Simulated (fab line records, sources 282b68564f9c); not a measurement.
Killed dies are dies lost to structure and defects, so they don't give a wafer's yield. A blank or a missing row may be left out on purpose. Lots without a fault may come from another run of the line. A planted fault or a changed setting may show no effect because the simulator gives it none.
Tool commonality check | flow rit_cmos | 15 lots, 45 wafers sampled

WHY IT WAS OPENED
At RIT_PRETRO_TW_MEAS_10 the reading PRETRO_TW is flagged on 3 of 15 lots. Wafers without a fault read 474, standard deviation 3.4.
Rule: a lot is flagged when every wafer of it that has a number lies more than 4 standard deviations from that mean, or none has a number. The other lots count as sound.

lot  | measured    | on            | PRETRO_TW, wafer by wafer | flag
L335 | day 2 09:22 | film_metro-04 | 472 472 469               |
L337 | day 2 19:35 | film_metro-04 | 471 472 472               |
L338 | day 3 00:27 | film_metro-04 | 472 470 471               |
L339 | day 3 05:23 | film_metro-02 | 476 477 477               |
L340 | day 3 12:33 | film_metro-02 | 477 475 475               |
L341 | day 3 17:52 | film_metro-01 | 471 476 476               |
L342 | day 3 19:25 | film_metro-01 | 475 478 476               |
L343 | day 4 00:50 | film_metro-01 | 478 482 483               |
L344 | day 4 05:58 | film_metro-04 | 473 471 471               |
L345 | day 4 09:24 | film_metro-04 | 473 475 476               |
L346 | day 4 16:52 | film_metro-02 | 478 480 480               |
L347 | day 5 03:23 | film_metro-02 | 588 593 590               | FLAGGED
L349 | day 5 07:55 | film_metro-04 | 472 473 472               |
L352 | day 6 05:35 | film_metro-04 | 586 581 586               | FLAGGED
L355 | day 7 06:43 | film_metro-04 | 577 582 579               | FLAGGED
The numbers of the flagged lots are 585 on average: +111 against the usual, or +33 standard deviations.

WHICH TOOL RAN EACH LOT
The record holds 1 process step before the reading, out of a route of 202 steps. In each cell: the tool, then ch and the chambers that the sampled wafers went through, then the start.
lot  | flag    | RIT_PRETRO_IMPLANT_08
L335 |         | implanter-04 ch 0, day 2 09:02
L337 |         | implanter-04 ch 0, day 2 19:16
L338 |         | implanter-04 ch 0, day 3 00:08
L339 |         | implanter-04 ch 0, day 3 05:04
L340 |         | implanter-02 ch 0, day 3 12:13
L341 |         | implanter-04 ch 0, day 3 17:34
L342 |         | implanter-04 ch 0, day 3 19:06
L343 |         | implanter-02 ch 0, day 4 00:31
L344 |         | implanter-04 ch 0, day 4 05:38
L345 |         | implanter-02 ch 0, day 4 09:06
L346 |         | implanter-04 ch 0, day 4 16:33
L347 | FLAGGED | implanter-04 ch 0, day 5 02:45
L349 |         | implanter-02 ch 0, day 5 07:35
L352 | FLAGGED | implanter-03 ch 0, day 6 04:58
L355 | FLAGGED | implanter-04 ch 0, day 7 06:06
What these steps do:
- RIT_PRETRO_IMPLANT_08
- RIT_PRETRO_TW_MEAS_10

FLAGGED OVER TOTAL, TOOL BY TOOL (the gauges that took the reading come last)
step                  | tool          | lots run | flagged | share of the flagged lots | sound lots run after its first flagged lot
RIT_PRETRO_IMPLANT_08 | implanter-02  | 4        | 0       | none                      | -
RIT_PRETRO_IMPLANT_08 | implanter-03  | 1        | 1       | some                      | 0
RIT_PRETRO_IMPLANT_08 | implanter-04  | 10       | 2       | some                      | 0
RIT_PRETRO_TW_MEAS_10 | film_metro-01 | 3        | 0       | none                      | -
RIT_PRETRO_TW_MEAS_10 | film_metro-02 | 4        | 1       | some                      | 0
RIT_PRETRO_TW_MEAS_10 | film_metro-04 | 8        | 2       | some                      | 0

WHAT THE TABLE ALLOWS
No row of the table ran every flagged lot.

WHAT THE SIMULATOR HAD PUT IN
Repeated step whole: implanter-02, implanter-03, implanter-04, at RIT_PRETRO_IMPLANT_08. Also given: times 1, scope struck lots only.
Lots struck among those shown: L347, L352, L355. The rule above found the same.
